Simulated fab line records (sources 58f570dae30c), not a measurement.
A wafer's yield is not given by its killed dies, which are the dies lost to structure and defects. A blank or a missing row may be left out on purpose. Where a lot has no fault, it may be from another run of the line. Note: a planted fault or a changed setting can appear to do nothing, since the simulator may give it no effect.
Which of the tools did it? | flow berkeley_cmos170 | 15 lots with 45 wafers sampled at 3 steps, on a route of 331 steps

## WHAT THE GAUGES SHOWED, per wafer
UCB170_PVT_TW_MEAS_09.
lot  | measured     | on            | PVT_TW
L171 | day 6 02:10  | film_metro-03 | 510 508 508
L173 | day 6 06:41  | film_metro-02 | 504 501 500
L175 | day 6 06:37  | film_metro-02 | 503 501 507
L178 | day 7 09:17  | film_metro-03 | 505 510 507
L179 | day 7 09:02  | film_metro-03 | 507 509 507
L180 | day 7 16:29  | film_metro-03 | 506 509 505
L181 | day 8 00:35  | film_metro-03 | 513 512 511
L183 | day 8 14:06  | film_metro-03 | 512 510 510
L184 | day 8 14:20  | film_metro-02 | 504 504 503
L190 | day 9 12:35  | film_metro-03 | 510 508 508
L189 | day 9 13:06  | film_metro-04 | 512 511 513
L191 | day 10 03:05 | film_metro-03 | 517 518 517
L193 | day 10 07:39 | film_metro-03 | 519 516 520
L192 | day 10 07:06 | film_metro-04 | 497 502 501
L194 | day 10 07:23 | film_metro-04 | 501 500 501

## WHAT TOOL EACH LOT RAN ON (gives the tool, then ch and the chambers of the sampled wafers, and finally the start)
lot  | UCB170_NWELL_STRIP_15               | UCB170_PVT_IMPLANT_07
L171 | plasma_asher-04 ch 0,1, day 2 15:35 | implanter-04 ch 0, day 6 01:55
L173 | plasma_asher-04 ch 0,1, day 2 20:34 | implanter-03 ch 0, day 6 06:26
L175 | plasma_asher-01 ch 0,1, day 3 04:19 | implanter-02 ch 0, day 6 06:23
L178 | plasma_asher-04 ch 0,1, day 3 18:45 | implanter-02 ch 0, day 7 09:02
L179 | plasma_asher-01 ch 0,1, day 3 21:23 | implanter-03 ch 0, day 7 08:48
L180 | plasma_asher-01 ch 0,1, day 4 04:24 | implanter-03 ch 0, day 7 16:15
L181 | plasma_asher-04 ch 0, day 4 11:13   | implanter-03 ch 0, day 8 00:19
L183 | plasma_asher-04 ch 0,1, day 4 21:26 | implanter-04 ch 0, day 8 13:53
L184 | plasma_asher-03 ch 0,1, day 5 02:49 | implanter-03 ch 0, day 8 14:05
L190 | plasma_asher-01 ch 0,1, day 6 05:02 | implanter-04 ch 0, day 9 12:23
L189 | plasma_asher-04 ch 0,1, day 6 05:14 | implanter-03 ch 0, day 9 12:51
L191 | plasma_asher-04 ch 0,1, day 6 13:21 | implanter-03 ch 0, day 10 02:50
L193 | plasma_asher-03 ch 0,1, day 6 21:09 | implanter-03 ch 0, day 10 07:24
L192 | plasma_asher-01 ch 0,1, day 6 21:33 | implanter-02 ch 0, day 10 06:53
L194 | plasma_asher-04 ch 0,1, day 7 04:41 | implanter-04 ch 0, day 10 07:09
- UCB170_NWELL_STRIP_15: strips in O2.
- UCB170_PVT_IMPLANT_07

## WHAT THE TOOLS THEMSELVES READ (means of the sampled wafers that have a number; where no wafer has one, the mark that the record gives instead)
UCB170_NWELL_STRIP_15.
lot  | tool            | drypump_motor_current_A (A) | oes_product_au (a.u.) | strip_time_to_endpoint_s (s)
L171 | plasma_asher-04 | 5.7                         | 0.724                 | 18.06
L173 | plasma_asher-04 | 5.7                         | 0.725                 | 18.02
L175 | plasma_asher-01 | 5.3                         | 0.718                 | 18.02
L178 | plasma_asher-04 | 6.0                         | 0.727                 | 17.98
L179 | plasma_asher-01 | 5.5                         | 0.721                 | 18.03
L180 | plasma_asher-01 | 5.3                         | 0.722                 | 18.05
L181 | plasma_asher-04 | 6.2                         | 0.725                 | 17.94
L183 | plasma_asher-04 | 5.7                         | 0.723                 | 17.95
L184 | plasma_asher-03 | 5.4                         | 0.720                 | 17.96
L190 | plasma_asher-01 | 5.3                         | 0.722                 | 18.11
L189 | plasma_asher-04 | 6.0                         | 0.720                 | 18.02
L191 | plasma_asher-04 | 5.7                         | 0.719                 | 18.13
L193 | plasma_asher-03 | 5.4                         | 0.722                 | 18.01
L192 | plasma_asher-01 | 5.6                         | 0.718                 | 18.01
L194 | plasma_asher-04 | 6.0                         | 0.723                 | 17.94

UCB170_PVT_IMPLANT_07.
lot  | tool         | dose_ions_cm2 | end_station_pressure_torr (Torr) | faraday_current_uA
L171 | implanter-04 | 2.0001e+12    | 4.98e-06                         | 6.29
L173 | implanter-03 | 1.9987e+12    | 4.96e-06                         | 6.29
L175 | implanter-02 | 2.0005e+12    | 4.67e-06                         | 6.42
L178 | implanter-02 | 1.9987e+12    | 4.96e-06                         | 6.33
L179 | implanter-03 | 1.9986e+12    | 4.98e-06                         | 6.54
L180 | implanter-03 | 1.9970e+12    | 5.00e-06                         | 6.37
L181 | implanter-03 | 1.9980e+12    | 4.91e-06                         | 6.41
L183 | implanter-04 | 1.9989e+12    | 5.15e-06                         | 6.37
L184 | implanter-03 | 1.9988e+12    | 5.04e-06                         | 6.41
L190 | implanter-04 | 2.0038e+12    | 4.93e-06                         | 6.31
L189 | implanter-03 | 2.1142e+12    | 4.93e-06                         | 6.74
L191 | implanter-03 | 2.1123e+12    | 5.02e-06                         | 6.58
L193 | implanter-03 | 2.1128e+12    | 4.98e-06                         | 6.77
L192 | implanter-02 | 2.0017e+12    | 5.19e-06                         | 6.38
L194 | implanter-04 | 1.9998e+12    | 4.88e-06                         | 6.38

## THE ANSWER, worked out from the rows above alone
Rule: the usual values come from the lots themselves. The widest of any qualifying gaps counts: lots, ordered by their means at a reading, are off when they make up no more than a third of the lots, leave a main group of 4 or more, and stand apart from it by 3 or more times the standard deviation of that group's means. Not used: any main group whose means are identical at the precision the tables above print for the reading. Also off: a lot with no number at a reading for which 4 or more lots have one. All remaining lots with rows at the step are treated as sound. First the gauges in route order, then the tools' own readings, where a lot's mean is used as printed above. The first step at which some lot is off is used, and at that step the reading that is off furthest; a lot without a number counts as furthest.
Off at UCB170_PVT_IMPLANT_07 (dose_ions_cm2): L189, L191, L193. Main group: mean 1.9996e+12, sd 1.7e+09.
A tool fits if, at that step or a process step before it, it ran every lot that is off, and no sound lot after the first of them. One fits: UCB170_PVT_IMPLANT_07 on implanter-03. Its last sound lot is L184 (day 8 14:05), its first lot that is off L189 (day 9 12:51): a fault that began between those two fits.
On the lots that are off, the tool's own readings at UCB170_PVT_IMPLANT_07 differ by more than 5 times the standard deviation of the sound lots' means, which bears it out; dose_ions_cm2 reads 2.1131e+12 there versus 1.9996e+12 on the sound lots.

## WHAT THE SIMULATOR PUT IN
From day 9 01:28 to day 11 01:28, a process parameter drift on implanter-03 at UCB170_PVT_IMPLANT_07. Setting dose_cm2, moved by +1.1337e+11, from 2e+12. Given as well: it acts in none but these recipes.
Struck lots among those shown: L189, L191, L193. This agrees with what the rule above found.
